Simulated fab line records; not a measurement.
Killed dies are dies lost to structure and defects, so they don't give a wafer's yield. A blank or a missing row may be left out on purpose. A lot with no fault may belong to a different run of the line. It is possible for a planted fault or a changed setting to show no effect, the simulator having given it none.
Code-filled problem report in 8D (eight disciplines) form || flow berkeley-cmos170 || the parts of the form that need people (team, actions taken, sign-off) are left out

== 1. THE PROBLEM ==
Mean of cd-nm at UCB170_M1_CD_MEAS_09: 733.1 nm across 6 wafers in 2 lots; on wafers with no fault it is 700.5 nm (standard deviation 1.5). That puts it +22 standard deviations away from the usual mean.
The step: target cd 700 nm.
The first sign was on wafer L773.1 at day 12 04:41, on cd-sem-02. The record has a number at this step for 42 wafers belonging to 14 lots. Rule for "out", or "out of limits": more than 4 standard deviations from the usual mean. The rest of the wafers with a number are treated as sound.

== 2. WHAT THIS IS AND IS NOT ==
{"question": "which readings at this step", "is": "cd-nm", "is not": "-"}
{"question": "which lots", "is": "L773, L779", "is not": "L757, L758, L759, L760, L761, L762, L764, L766, L767, L774, L776, L780"}
{"question": "which wafers of those lots", "is": "all that have a number", "is not": "-"}
{"question": "read on which gauges", "is": "cd-sem-01, cd-sem-02", "is not": "-"}
{"question": "when", "is": "from day 12 04:41", "is not": "up to then (30 sound wafers); but 6 sound wafers of L776, L780 came after"}

== 3. THE SUSPECTS, EACH WITH WHAT RULES IT OUT ==
Counting: a tool at any process step up to the reading remains a suspect when it ran all the lots that are out and ran no sound lot after the first of those.
- the gauge at UCB170_M1_CD_MEAS_09 has been ruled out. 2 gauges (cd-sem-01, cd-sem-02) read the wafers that are out.
- krf-scanner-01 at UCB170_M1_EXPOSE_06 (exposes mask METAL1, target cd 700 nm): kept. It processed each lot that is out, first L773 at day 12 04:17, and no sound lot thereafter; up to then, the last sound lot it processed was L774 at day 12 02:50. Its own exposure-dose-mJ-cm2 readings are out on those wafers.
Remaining after the count: krf-scanner-01 at UCB170_M1_EXPOSE_06.

== 4. THE CAUSE (what the simulator had put in) ==
Process parameters drifting: krf-scanner-01 at UCB170_M1_EXPOSE_06, beginning at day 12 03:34. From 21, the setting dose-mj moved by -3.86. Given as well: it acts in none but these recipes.
This tool alone remained once counting was done.

== 5. THE EFFECT CHAIN, in route order ==
Rows list readings where the struck wafers' mean (over those with a number) sits beyond 3 standard deviations from the usual. Only readings for which the record gives a usual standard deviation are gone through. hours: the time from each lot's start at the first step in this table that gives one to its start at this step, as a median over the lots. sigmas: the change in usual standard deviations.
{"hours": 0, "step": "UCB170_M1_EXPOSE_06", "reading": "exposure-dose-mJ-cm2", "usual": 20.990, "on struck wafers": 17.501, "change": -3.489, "sigmas": "-99 or more"}
{"hours": 0, "step": "UCB170_M1_CD_MEAS_09", "reading": "cd-nm", "usual": "700.5 nm", "on struck wafers": 733.1, "change": "+32.6", "sigmas": "+22"}
Process steps it contains:
- UCB170_M1_EXPOSE_06: exposes mask METAL1, target cd 700 nm.

== 6. HOW IT WOULD HAVE BEEN CAUGHT EARLIER ==
In this record the first reading out of limits at a measuring or inspecting step was taken at day 12 04:41, 1 hour after the fault began at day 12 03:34.
At UCB170_M1_EXPOSE_06, the tool's own readings (exposure-dose-mJ-cm2) were out on each struck wafer the step has a row for, so an alarm limit on them would have fired on the first such wafer.
L779, from the lots that are out (2), started UCB170_M1_EXPOSE_06 on krf-scanner-01 later than day 12 04:41. Holding the tool at that time would have saved it.
